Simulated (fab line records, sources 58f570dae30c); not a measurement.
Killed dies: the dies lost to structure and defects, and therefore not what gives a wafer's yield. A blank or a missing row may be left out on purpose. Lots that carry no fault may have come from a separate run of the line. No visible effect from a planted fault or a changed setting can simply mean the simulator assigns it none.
Which tool did it? || flow berkeley cmos170 || 39 wafers from 13 lots sampled at 4 of the route's 331 steps

## WHAT THE GAUGES SHOWED, per wafer
UCB170_ACTIVE_THK_MEAS_03. Usual: ACTIVE_OXIDE_THK gives 26.1 nm (standard deviation 0.39).
{"lot": "L689", "measured": "day 4 17:36", "on": "film metro-03", "ACTIVE_OXIDE_THK (nm)": "25.7 25.3 25.5", "flag": ""}
{"lot": "L693", "measured": "day 5 02:57", "on": "film metro-03", "ACTIVE_OXIDE_THK (nm)": "25.9 26.2 26.3", "flag": ""}
{"lot": "L692", "measured": "day 5 02:58", "on": "film metro-02", "ACTIVE_OXIDE_THK (nm)": "26.1 26.1 26.1", "flag": ""}
{"lot": "L694", "measured": "day 5 18:32", "on": "film metro-03", "ACTIVE_OXIDE_THK (nm)": "25.4 25.4 25.3", "flag": ""}
{"lot": "L695", "measured": "day 5 18:34", "on": "film metro-02", "ACTIVE_OXIDE_THK (nm)": "25.8 25.6 26.1", "flag": ""}
{"lot": "L696", "measured": "day 6 01:10", "on": "film metro-03", "ACTIVE_OXIDE_THK (nm)": "26.3 25.9 26.4", "flag": ""}
{"lot": "L698", "measured": "day 6 11:05", "on": "film metro-01", "ACTIVE_OXIDE_THK (nm)": "25.3 25.7 26.1", "flag": ""}
{"lot": "L699", "measured": "day 6 11:09", "on": "film metro-01", "ACTIVE_OXIDE_THK (nm)": "26.2 26.4 25.9", "flag": ""}
{"lot": "L702", "measured": "day 7 09:08", "on": "film metro-03", "ACTIVE_OXIDE_THK (nm)": "25.8 25.8 25.8", "flag": ""}
{"lot": "L707", "measured": "day 8 08:37", "on": "film metro-01", "ACTIVE_OXIDE_THK (nm)": "26.9 26.5 26.2", "flag": ""}
{"lot": "L709", "measured": "day 9 04:37", "on": "film metro-03", "ACTIVE_OXIDE_THK (nm)": "26.2 26.1 25.9", "flag": ""}
{"lot": "L710", "measured": "day 9 04:38", "on": "film metro-01", "ACTIVE_OXIDE_THK (nm)": "26.3 25.8 26.3", "flag": ""}
{"lot": "L711", "measured": "day 9 04:40", "on": "film metro-01", "ACTIVE_OXIDE_THK (nm)": "26.6 26.5 26.2", "flag": ""}

UCB170_NVT_OVL_MEAS_06. Usual: NVT_OVL gives 1 nm (standard deviation 5.9).
{"lot": "L689", "measured": "day 7 00:37", "on": "overlay-01", "NVT_OVL (nm)": "14 15 16", "flag": ""}
{"lot": "L693", "measured": "day 7 05:55", "on": "overlay-01", "NVT_OVL (nm)": "-7 -4 -10", "flag": ""}
{"lot": "L692", "measured": "day 7 05:43", "on": "overlay-01", "NVT_OVL (nm)": "6 6 5", "flag": ""}
{"lot": "L694", "measured": "day 7 22:02", "on": "overlay-02", "NVT_OVL (nm)": "-4 0 -2", "flag": ""}
{"lot": "L695", "measured": "day 7 22:17", "on": "overlay-01", "NVT_OVL (nm)": "1 4 3", "flag": ""}
{"lot": "L696", "measured": "day 7 21:53", "on": "overlay-01", "NVT_OVL (nm)": "-5 -3 -1", "flag": ""}
{"lot": "L698", "measured": "day 8 08:20", "on": "overlay-01", "NVT_OVL (nm)": "- - -", "flag": "OFF"}
{"lot": "L699", "measured": "day 8 07:48", "on": "overlay-02", "NVT_OVL (nm)": "-3 -2 -1", "flag": ""}
{"lot": "L702", "measured": "day 9 03:21", "on": "overlay-02", "NVT_OVL (nm)": "5 5 1", "flag": ""}
{"lot": "L707", "measured": "day 10 09:46", "on": "overlay-01", "NVT_OVL (nm)": "2 3 -1", "flag": ""}
{"lot": "L709", "measured": "day 11 04:30", "on": "overlay-01", "NVT_OVL (nm)": "11 8 16", "flag": ""}
{"lot": "L710", "measured": "day 11 04:41", "on": "overlay-02", "NVT_OVL (nm)": "-2 3 -1", "flag": ""}
{"lot": "L711", "measured": "day 11 05:02", "on": "overlay-02", "NVT_OVL (nm)": "-3 -7 -5", "flag": ""}

UCB170_NVT_TW_MEAS_09. Usual: NVT_TW gives 524 (standard deviation 5.7).
{"lot": "L689", "measured": "day 7 00:55", "on": "film metro-04", "NVT_TW": "528 528 529", "flag": ""}
{"lot": "L693", "measured": "day 7 06:13", "on": "film metro-04", "NVT_TW": "529 528 526", "flag": ""}
{"lot": "L692", "measured": "day 7 06:01", "on": "film metro-04", "NVT_TW": "530 528 531", "flag": ""}
{"lot": "L694", "measured": "day 7 22:19", "on": "film metro-04", "NVT_TW": "531 531 529", "flag": ""}
{"lot": "L695", "measured": "day 7 22:35", "on": "film metro-01", "NVT_TW": "524 521 526", "flag": ""}
{"lot": "L696", "measured": "day 7 22:10", "on": "film metro-01", "NVT_TW": "523 521 522", "flag": ""}
{"lot": "L698", "measured": "day 8 08:38", "on": "film metro-04", "NVT_TW": "30 30 30 30 30 30", "flag": "OFF"}
{"lot": "L699", "measured": "day 8 08:05", "on": "film metro-04", "NVT_TW": "529 526 526", "flag": ""}
{"lot": "L702", "measured": "day 9 03:38", "on": "film metro-03", "NVT_TW": "519 520 519", "flag": ""}
{"lot": "L707", "measured": "day 10 10:03", "on": "film metro-03", "NVT_TW": "516 517 519", "flag": ""}
{"lot": "L709", "measured": "day 11 04:47", "on": "film metro-03", "NVT_TW": "514 515 516", "flag": ""}
{"lot": "L710", "measured": "day 11 04:58", "on": "film metro-04", "NVT_TW": "530 528 533", "flag": ""}
{"lot": "L711", "measured": "day 11 05:20", "on": "film metro-03", "NVT_TW": "517 515 519", "flag": ""}

## TOOL THAT RAN EACH LOT (tool first, then ch and the chambers of the sampled wafers, then the start)
{"lot": "L689", "UCB170_NVT_EXPOSE_03": "krf scanner-01 ch 0, day 6 23:55"}
{"lot": "L693", "UCB170_NVT_EXPOSE_03": "krf scanner-02 ch 0, day 7 05:04"}
{"lot": "L692", "UCB170_NVT_EXPOSE_03": "krf scanner-01 ch 0, day 7 04:52"}
{"lot": "L694", "UCB170_NVT_EXPOSE_03": "krf scanner-02 ch 0, day 7 21:38"}
{"lot": "L695", "UCB170_NVT_EXPOSE_03": "krf scanner-01 ch 0, day 7 21:56"}
{"lot": "L696", "UCB170_NVT_EXPOSE_03": "krf scanner-01 ch 0, day 7 21:24"}
{"lot": "L698", "UCB170_NVT_EXPOSE_03": "krf scanner-01 ch 0, day 8 07:14"}
{"lot": "L699", "UCB170_NVT_EXPOSE_03": "krf scanner-01 ch 0, day 8 07:08"}
{"lot": "L702", "UCB170_NVT_EXPOSE_03": "krf scanner-01 ch 0, day 9 02:25"}
{"lot": "L707", "UCB170_NVT_EXPOSE_03": "krf scanner-01 ch 0, day 10 09:08"}
{"lot": "L709", "UCB170_NVT_EXPOSE_03": "krf scanner-01 ch 0, day 11 03:58"}
{"lot": "L710", "UCB170_NVT_EXPOSE_03": "krf scanner-01 ch 0, day 11 04:06"}
{"lot": "L711", "UCB170_NVT_EXPOSE_03": "krf scanner-02 ch 0, day 11 04:25"}
- UCB170_NVT_EXPOSE_03: exposes mask PWELL, target cd 3000 nm.

## AS READ BY THE TOOLS THEMSELVES (means over the sampled wafers that have a number; for cases with no such wafer, the mark the record gives instead)
UCB170_NVT_EXPOSE_03. Usual: stage vel mm s 499.99 mm/s, standard deviation 0.25.
{"lot": "L689", "tool": "krf scanner-01", "stage vel mm s (mm/s)": 500.16, "flag": ""}
{"lot": "L693", "tool": "krf scanner-02", "stage vel mm s (mm/s)": 499.90, "flag": ""}
{"lot": "L692", "tool": "krf scanner-01", "stage vel mm s (mm/s)": 500.02, "flag": ""}
{"lot": "L694", "tool": "krf scanner-02", "stage vel mm s (mm/s)": 500.17, "flag": ""}
{"lot": "L695", "tool": "krf scanner-01", "stage vel mm s (mm/s)": 499.95, "flag": ""}
{"lot": "L696", "tool": "krf scanner-01", "stage vel mm s (mm/s)": 499.88, "flag": ""}
{"lot": "L698", "tool": "krf scanner-01", "stage vel mm s (mm/s)": 499.92, "flag": ""}
{"lot": "L699", "tool": "krf scanner-01", "stage vel mm s (mm/s)": 500.10, "flag": ""}
{"lot": "L702", "tool": "krf scanner-01", "stage vel mm s (mm/s)": 499.56, "flag": ""}
{"lot": "L707", "tool": "krf scanner-01", "stage vel mm s (mm/s)": 499.90, "flag": ""}
{"lot": "L709", "tool": "krf scanner-01", "stage vel mm s (mm/s)": 499.56, "flag": ""}
{"lot": "L710", "tool": "krf scanner-01", "stage vel mm s (mm/s)": 500.44, "flag": ""}
{"lot": "L711", "tool": "krf scanner-02", "stage vel mm s (mm/s)": 500.12, "flag": ""}

## THE ANSWER, worked out from the rows above alone
Rule: lot off if the mean of its wafers having a number is beyond 3 standard deviations from the usual mean. Also off: a lot with no number at a reading for which 4 or more lots have one. Where the step has rows for the other lots, those lots are counted as sound. Order of review: gauges by route order, followed by the tools' own readings, for which a lot's mean as printed above is used. At the first step where some lot is off, the reading lying furthest off is the one used; lots without a number count as furthest.
Off: L698, at UCB170_NVT_OVL_MEAS_06 (NVT_OVL). Without a number there: L698.
A tool fits if, at a process step before that reading, it ran every lot that is off, and no sound lot after the first of them. Not tried: the gauges at UCB170_NVT_OVL_MEAS_06; whatever is off there is also off at UCB170_NVT_TW_MEAS_09, on other tools, and gauge error can't account for it. Not one of the candidates tried fits.

## WHAT HAD BEEN PUT IN BY THE SIMULATOR
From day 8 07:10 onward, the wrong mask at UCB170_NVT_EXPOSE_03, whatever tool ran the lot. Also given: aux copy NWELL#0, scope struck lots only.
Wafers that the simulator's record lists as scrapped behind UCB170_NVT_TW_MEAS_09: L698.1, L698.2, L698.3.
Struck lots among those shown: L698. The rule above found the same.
